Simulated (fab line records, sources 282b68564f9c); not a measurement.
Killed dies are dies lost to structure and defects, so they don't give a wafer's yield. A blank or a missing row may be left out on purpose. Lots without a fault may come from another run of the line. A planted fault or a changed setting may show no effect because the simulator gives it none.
A struck lot beside a sound one | flow rit_cmos | 15 steps out of a route of 202
Sound: wafers L972.1, L972.2, L972.6. Struck: wafers L985.1, L985.3, L985.4. The cause comes at the end.
At each step with rows: each side's tool, then ch and its chambers, then its first start. Under that, the readings that differ: sound wafers | struck wafers | difference of the means | sigmas: that difference in standard deviations of wafers without a fault.
alike: readings whose means differ by less than 2 such deviations, and words and numbers that are the same on both sides. not compared: withheld readings, readings that some wafer has no value for, bounds like >300 that may hide the same value, and numbers for which the record gives no deviation and whose values overlap.
The two part at a step that has a row with sigmas, a row that says differs or no value, or rows on one side only. Numbers that don't overlap but have no deviation are shown without sigmas and don't part them. A reading that every wafer of one side lacks parts them only if that side has two wafers or more.

RIT_GATE_THK_MEAS_07:
  sound on film_metro-02, day 3 16:41; struck on film_metro-02, day 6 13:38
  alike: GATE_OXIDE_THK
then, 1 step without rows for these wafers: RIT_GATE_CVD_08 (deposits poly-Si from SiH4, target thk 250 nm, time 2220 s).
RIT_GATE_THK_MEAS_09:
  sound on film_metro-03, day 3 18:22; struck on film_metro-03, day 6 15:19
  alike: GATE_POLY_THK
then, 6 steps without rows for these wafers: RIT_GATE_HMDS_10 (prime time 60 s); RIT_GATE_COAT_11 (resist thk 850 nm); RIT_GATE_SOFTBAKE_12 (time 60 s); RIT_GATE_EXPOSE_13 (exposes mask M6, target cd 150 nm); RIT_GATE_PEB_14; RIT_GATE_DEVELOP_15 (develop time 50 s).
RIT_GATE_CD_MEAS_16: target cd 150 nm.
  sound on cd_sem-01, day 3 19:17; struck on cd_sem-02, day 6 16:25
  alike: cd_nm
RIT_GATE_OVL_MEAS_17:
  sound on overlay-02, day 3 19:24; struck on overlay-01, day 6 16:32
  alike: GATE_OVL
then, 1 step without rows for these wafers: RIT_GATE_HARDBAKE_18 (time 60 s).
RIT_GATE_ETCH_19: etches poly-Si in SF6/CHF3/O2, stops on SiO2, time 165 s, target depth 312.5 nm.
  sound on rie_si-02 ch 1,3, day 3 19:35; struck on rie_si-01 ch 0,1,3, day 6 16:43
  reading                                   | sound             | struck            | difference | sigmas
  rf_fwd_power_W (W)                        | 160.6 159.9 159.7 | 184.9 184.8 184.9 | +24.8      | +51
  throttle_valve_pct (%)                    | 10.56 10.38 10.55 | 10.36 10.22 10.01 | -0.30      | -2
  model.NOVOLAK_of_GATE_COAT_11.thk_nm (nm) | 666.3 669.9 669.2 | 655.2 653.4 657.8 | -13.0      |
  alike: drypump_motor_current_A, oes_product_au
  not compared: rf_hours_counter_h
RIT_GATE_STRIP_20: strips in O2, time 180 s.
  sound on plasma_asher-03 ch 0,1, day 3 19:41; struck on plasma_asher-02 ch 0,1, day 6 16:49
  alike: drypump_motor_current_A
  not compared: rf_hours_counter_h
RIT_M1_PROBE_99:
  sound on prober-01, day 4 17:25; struck on prober-01, day 7 13:40
  reading                                 | sound                       | struck                   | difference | sigmas
  model.etest.nwell_pinched.rs_ohm_sq     | 337 336.2 332.6             | 344.1 341.4 341          | +6.9       |
  model.etest.antenna_poly.vt_shift_v (V) | -0.01145 -0.006471 -0.01205 | -0.01572 -0.0152 -0.0154 | -0.00545   |
  alike: killed_at_contacts, killed_at_front_end, killed_dies, killed_on_rim, killed_open, killed_short
  not compared: model.etest.pmos_0p15.swing_mv_dec, model.etest.pmos_0p15.vt_sat_v

WHERE THEY PART
Only at RIT_GATE_ETCH_19, within this record. Later steps at which nothing parts them and some readings are alike: RIT_GATE_STRIP_20, RIT_M1_PROBE_99.

WHY: what the simulator had put in
Process parameter drift: rie_si-01, from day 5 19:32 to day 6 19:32, at RIT_GATE_ETCH_19. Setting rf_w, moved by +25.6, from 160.
